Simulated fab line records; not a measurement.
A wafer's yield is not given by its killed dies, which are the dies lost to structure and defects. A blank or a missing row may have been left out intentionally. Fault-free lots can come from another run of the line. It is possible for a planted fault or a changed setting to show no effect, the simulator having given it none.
Struck lot and sound lot, side by side ; flow rit_cmos ; 31 out of 202 route steps
Sound: the wafers L875.2, L875.3, L875.6. Wafers struck: L887.1, L887.5, L887.6. The cause is named last.
For every step that has rows: the tool of each side, followed by ch and its chambers, followed by its first start. Under that, the readings that differ: sound wafers ; struck wafers ; difference of the means ; sigmas: that difference in standard deviations of wafers without a fault.
alike: same words and numbers on both sides, and readings whose means sit less than 2 such deviations apart. not compared: any withheld reading, any reading some wafer has no value for, any bound like >300 that may hide the same value, and any number with overlapping values for which the record gives no deviation.
Wherever a step has rows on one side only, a row that says differs or no value, or a row with sigmas, the two part there. Numbers that have no deviation but don't overlap get no sigmas and don't part them. Lack of a reading on every wafer of one side parts them only where that side has two or more wafers.

RIT_NRETRO_TW_MEAS_10:
  sound: film_metro-02 at day 2 21:28; struck: film_metro-02 at day 5 11:05
  alike: NRETRO_TW
then, 6 steps without rows for these wafers: RIT_PRETRO_HMDS_00 (prime time 60 s); RIT_PRETRO_COAT_01 (resist thk 1300 nm); RIT_PRETRO_SOFTBAKE_02 (time 60 s); RIT_PRETRO_EXPOSE_03 (exposes mask M5, target cd 43700 nm); RIT_PRETRO_PEB_04; RIT_PRETRO_DEVELOP_05 (develop time 68 s).
RIT_PRETRO_OVL_MEAS_06:
  sound: overlay-02 at day 2 22:30; struck: overlay-01 at day 5 12:02
  alike: PRETRO_OVL
then, 2 steps without rows for these wafers: RIT_PRETRO_HARDBAKE_07 (time 120 s); RIT_PRETRO_IMPLANT_08.
RIT_PRETRO_STRIP_09: strips in O2, time 180 s.
  sound on plasma_asher-03 ch 0, day 2 22:56; struck on plasma_asher-01 ch 0,1, day 5 12:28
  alike: drypump_motor_current_A
  not compared: rf_hours_counter_h
RIT_PRETRO_TW_MEAS_10:
  sound: film_metro-03 at day 2 23:07; struck: film_metro-04 at day 5 12:38
  alike: PRETRO_TW
RIT_GATE_WET_ETCH_00: etches SiO2 in BOE, target depth 56 nm, time 60 s.
  sound on wet_bench-03 ch 3, day 2 23:10; struck on wet_bench-04 ch 2, day 5 12:42
reading;sound;struck;difference;sigmas
run_length_s (s);87.3 87.3 87.3;67.1 67.1 67.1;-20.2;-8
model.SiO2_of_FOX2_OXIDATION_00.thk_nm (nm);270.3 268.8 266.4;299.2 299.3 305.5;+32.8;
then, 13 steps without rows for these wafers: RIT_GATE_CLEAN_01 (cleans in SC1, time 600 s); RIT_GATE_CLEAN_02 (cleans in dHF, time 30 s); RIT_GATE_CLEAN_03 (cleans in SC2, time 600 s); RIT_GATE_CLEAN_04 (cleans in dHF, time 60 s); RIT_GATE_OXIDATION_05 (target thk 3 nm, ox time 270 s); RIT_GATE_ANNEAL_06 (time 600 s); RIT_GATE_CVD_08 (deposits poly-Si from SiH4, target thk 250 nm, time 2220 s); RIT_GATE_HMDS_10 (prime time 60 s); RIT_GATE_COAT_11 (resist thk 850 nm); RIT_GATE_SOFTBAKE_12 (time 60 s); RIT_GATE_EXPOSE_13 (exposes mask M6, target cd 150 nm); RIT_GATE_PEB_14; RIT_GATE_DEVELOP_15 (develop time 50 s).
RIT_GATE_CD_MEAS_16: the cd target is 150 nm.
  sound: cd_sem-02 at day 3 04:16; struck: cd_sem-02 at day 5 18:53
  alike: cd_nm
RIT_GATE_OVL_MEAS_17:
  sound: overlay-02 at day 3 04:22; struck: overlay-01 at day 5 19:00
  alike: GATE_OVL
then, 1 step without rows for these wafers: RIT_GATE_HARDBAKE_18 (time 60 s).
RIT_GATE_ETCH_19: etches poly-Si in SF6/CHF3/O2, stops on SiO2, time 165 s, target depth 312.5 nm.
  sound on rie_si-02 ch 1,2,3, day 3 04:32; struck on rie_si-02 ch 0,2,3, day 5 19:11
reading;sound;struck;difference;sigmas
model.SiO2_of_FOX2_OXIDATION_00.thk_nm (nm);247.5 246 243.8;276.2 276.5 282.8;+32.7;
  alike: CHF3_flow_sccm, drypump_motor_current_A, oes_product_au, run_length_s, throttle_valve_pct
  not compared: rf_hours_counter_h
RIT_GATE_STRIP_20: strips in O2, time 180 s.
  sound on plasma_asher-01 ch 0,1, day 3 04:39; struck on plasma_asher-04 ch 0,1, day 5 19:17
  alike: drypump_motor_current_A
  not compared: rf_hours_counter_h

== WHERE THEY PART ==
Only at RIT_GATE_WET_ETCH_00, within this record. Later steps at which nothing parts them and some readings are alike: RIT_GATE_CD_MEAS_16, RIT_GATE_OVL_MEAS_17, RIT_GATE_ETCH_19, RIT_GATE_STRIP_20.

WHY: the cause the simulator had injected
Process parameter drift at RIT_GATE_WET_ETCH_00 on wet_bench-04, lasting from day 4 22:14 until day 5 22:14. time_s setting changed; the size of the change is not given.
